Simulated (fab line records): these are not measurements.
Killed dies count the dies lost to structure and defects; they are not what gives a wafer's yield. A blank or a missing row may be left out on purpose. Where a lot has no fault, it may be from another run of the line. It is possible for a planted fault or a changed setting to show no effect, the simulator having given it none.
Matching of chambers / flow berkeley_cmos170 / cmp-02 running UCB170_V1_CMP_02: 4 sister chambers
The step polishes SiO2. 14 wafers are shown with their chamber, then 7 later ones without.

## EACH WAFER AND ITS CHAMBER
wafer=L738.1; chamber=0; motor_current_A (A)=17.3; retaining_ring_pressure_frac=1.003; platen_rpm (rpm)=59.98
wafer=L738.2; chamber=1; motor_current_A (A)=15.3; retaining_ring_pressure_frac=0.999; platen_rpm (rpm)=60.01
wafer=L738.5; chamber=0; motor_current_A (A)=19.2; retaining_ring_pressure_frac=1.002; platen_rpm (rpm)=60.01
wafer=L741.1; chamber=0; motor_current_A (A)=18.6; retaining_ring_pressure_frac=1.000; platen_rpm (rpm)=59.97
wafer=L741.3; chamber=3; motor_current_A (A)=16.5; retaining_ring_pressure_frac=1.000; platen_rpm (rpm)=60.02
wafer=L741.5; chamber=2; motor_current_A (A)=17.5; retaining_ring_pressure_frac=1.002; platen_rpm (rpm)=59.99
wafer=L745.1; chamber=1; motor_current_A (A)=16.4; retaining_ring_pressure_frac=0.997; platen_rpm (rpm)=60.00
wafer=L745.3; chamber=0; motor_current_A (A)=18.2; retaining_ring_pressure_frac=0.994; platen_rpm (rpm)=59.98
wafer=L745.4; chamber=2; motor_current_A (A)=18.7; retaining_ring_pressure_frac=1.002; platen_rpm (rpm)=60.00
wafer=L744.1; chamber=0; motor_current_A (A)=18.3; retaining_ring_pressure_frac=0.999; platen_rpm (rpm)=60.03
wafer=L744.5; chamber=1; motor_current_A (A)=15.8; retaining_ring_pressure_frac=0.995; platen_rpm (rpm)=60.01
wafer=L744.6; chamber=2; motor_current_A (A)=19.2; retaining_ring_pressure_frac=0.999; platen_rpm (rpm)=60.05
wafer=L748.2; chamber=1; motor_current_A (A)=15.4; retaining_ring_pressure_frac=0.996; platen_rpm (rpm)=60.07
wafer=L748.3; chamber=0; motor_current_A (A)=18.7; retaining_ring_pressure_frac=1.009; platen_rpm (rpm)=60.02

SIGNATURES (means of the wafers above)
reading=motor_current_A; chamber 0=18.383; chamber 1=15.725; chamber 2=18.467; chamber 3=16.500; scatter within a chamber=0.656
reading=retaining_ring_pressure_frac; chamber 0=1.00117; chamber 1=0.99675; chamber 2=1.00100; chamber 3=1.00000; scatter within a chamber=0.00371
reading=platen_rpm; chamber 0=59.9983; chamber 1=60.0225; chamber 2=60.0133; chamber 3=60.0200; scatter within a chamber=0.0287
Rule: a wafer lies at a distance from a chamber equal to the root of the sum of squares, over the readings, of (its reading less the chamber's mean, divided by the reading's scatter). If the next closest chamber is less than 2 further off than the closest, the wafer can't be placed; otherwise it belongs to the closest. How the scatter is found: for the shown wafers, subtract from each reading the mean of its chamber, square and add these, divide the total by (wafers less chambers), then take the root.

## WAFERS WITH NO CHAMBER GIVEN
wafer=L748.6; motor_current_A (A)=17.3; retaining_ring_pressure_frac=0.996; platen_rpm (rpm)=60.03
wafer=L758.3; motor_current_A (A)=17.3; retaining_ring_pressure_frac=0.998; platen_rpm (rpm)=59.97
wafer=L758.4; motor_current_A (A)=19.0; retaining_ring_pressure_frac=0.994; platen_rpm (rpm)=60.01
wafer=L758.5; motor_current_A (A)=15.7; retaining_ring_pressure_frac=1.003; platen_rpm (rpm)=59.92
wafer=L760.4; motor_current_A (A)=18.5; retaining_ring_pressure_frac=0.997; platen_rpm (rpm)=59.99
wafer=L760.5; motor_current_A (A)=16.1; retaining_ring_pressure_frac=1.007; platen_rpm (rpm)=59.99
wafer=L760.6; motor_current_A (A)=19.2; retaining_ring_pressure_frac=1.000; platen_rpm (rpm)=59.96

## CHAMBER TAKEN BY EACH
wafer=L748.6; from the rows above=can't be placed: 3 or 2 or 1 or 0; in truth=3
wafer=L758.3; from the rows above=can't be placed: 0 or 3 or 2 or 1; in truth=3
wafer=L758.4; from the rows above=can't be placed: 2 or 0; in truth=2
wafer=L758.5; from the rows above=can't be placed: 3 or 1 or 0 or 2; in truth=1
wafer=L760.4; from the rows above=can't be placed: 0 or 2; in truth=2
wafer=L760.5; from the rows above=can't be placed: 3 or 1 or 0 or 2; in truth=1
wafer=L760.6; from the rows above=can't be placed: 0 or 2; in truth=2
Placed correctly: 0 of 7. Unplaceable from these rows: 7, with the true chamber sitting among the candidates in 7. Wrongly placed: 0.
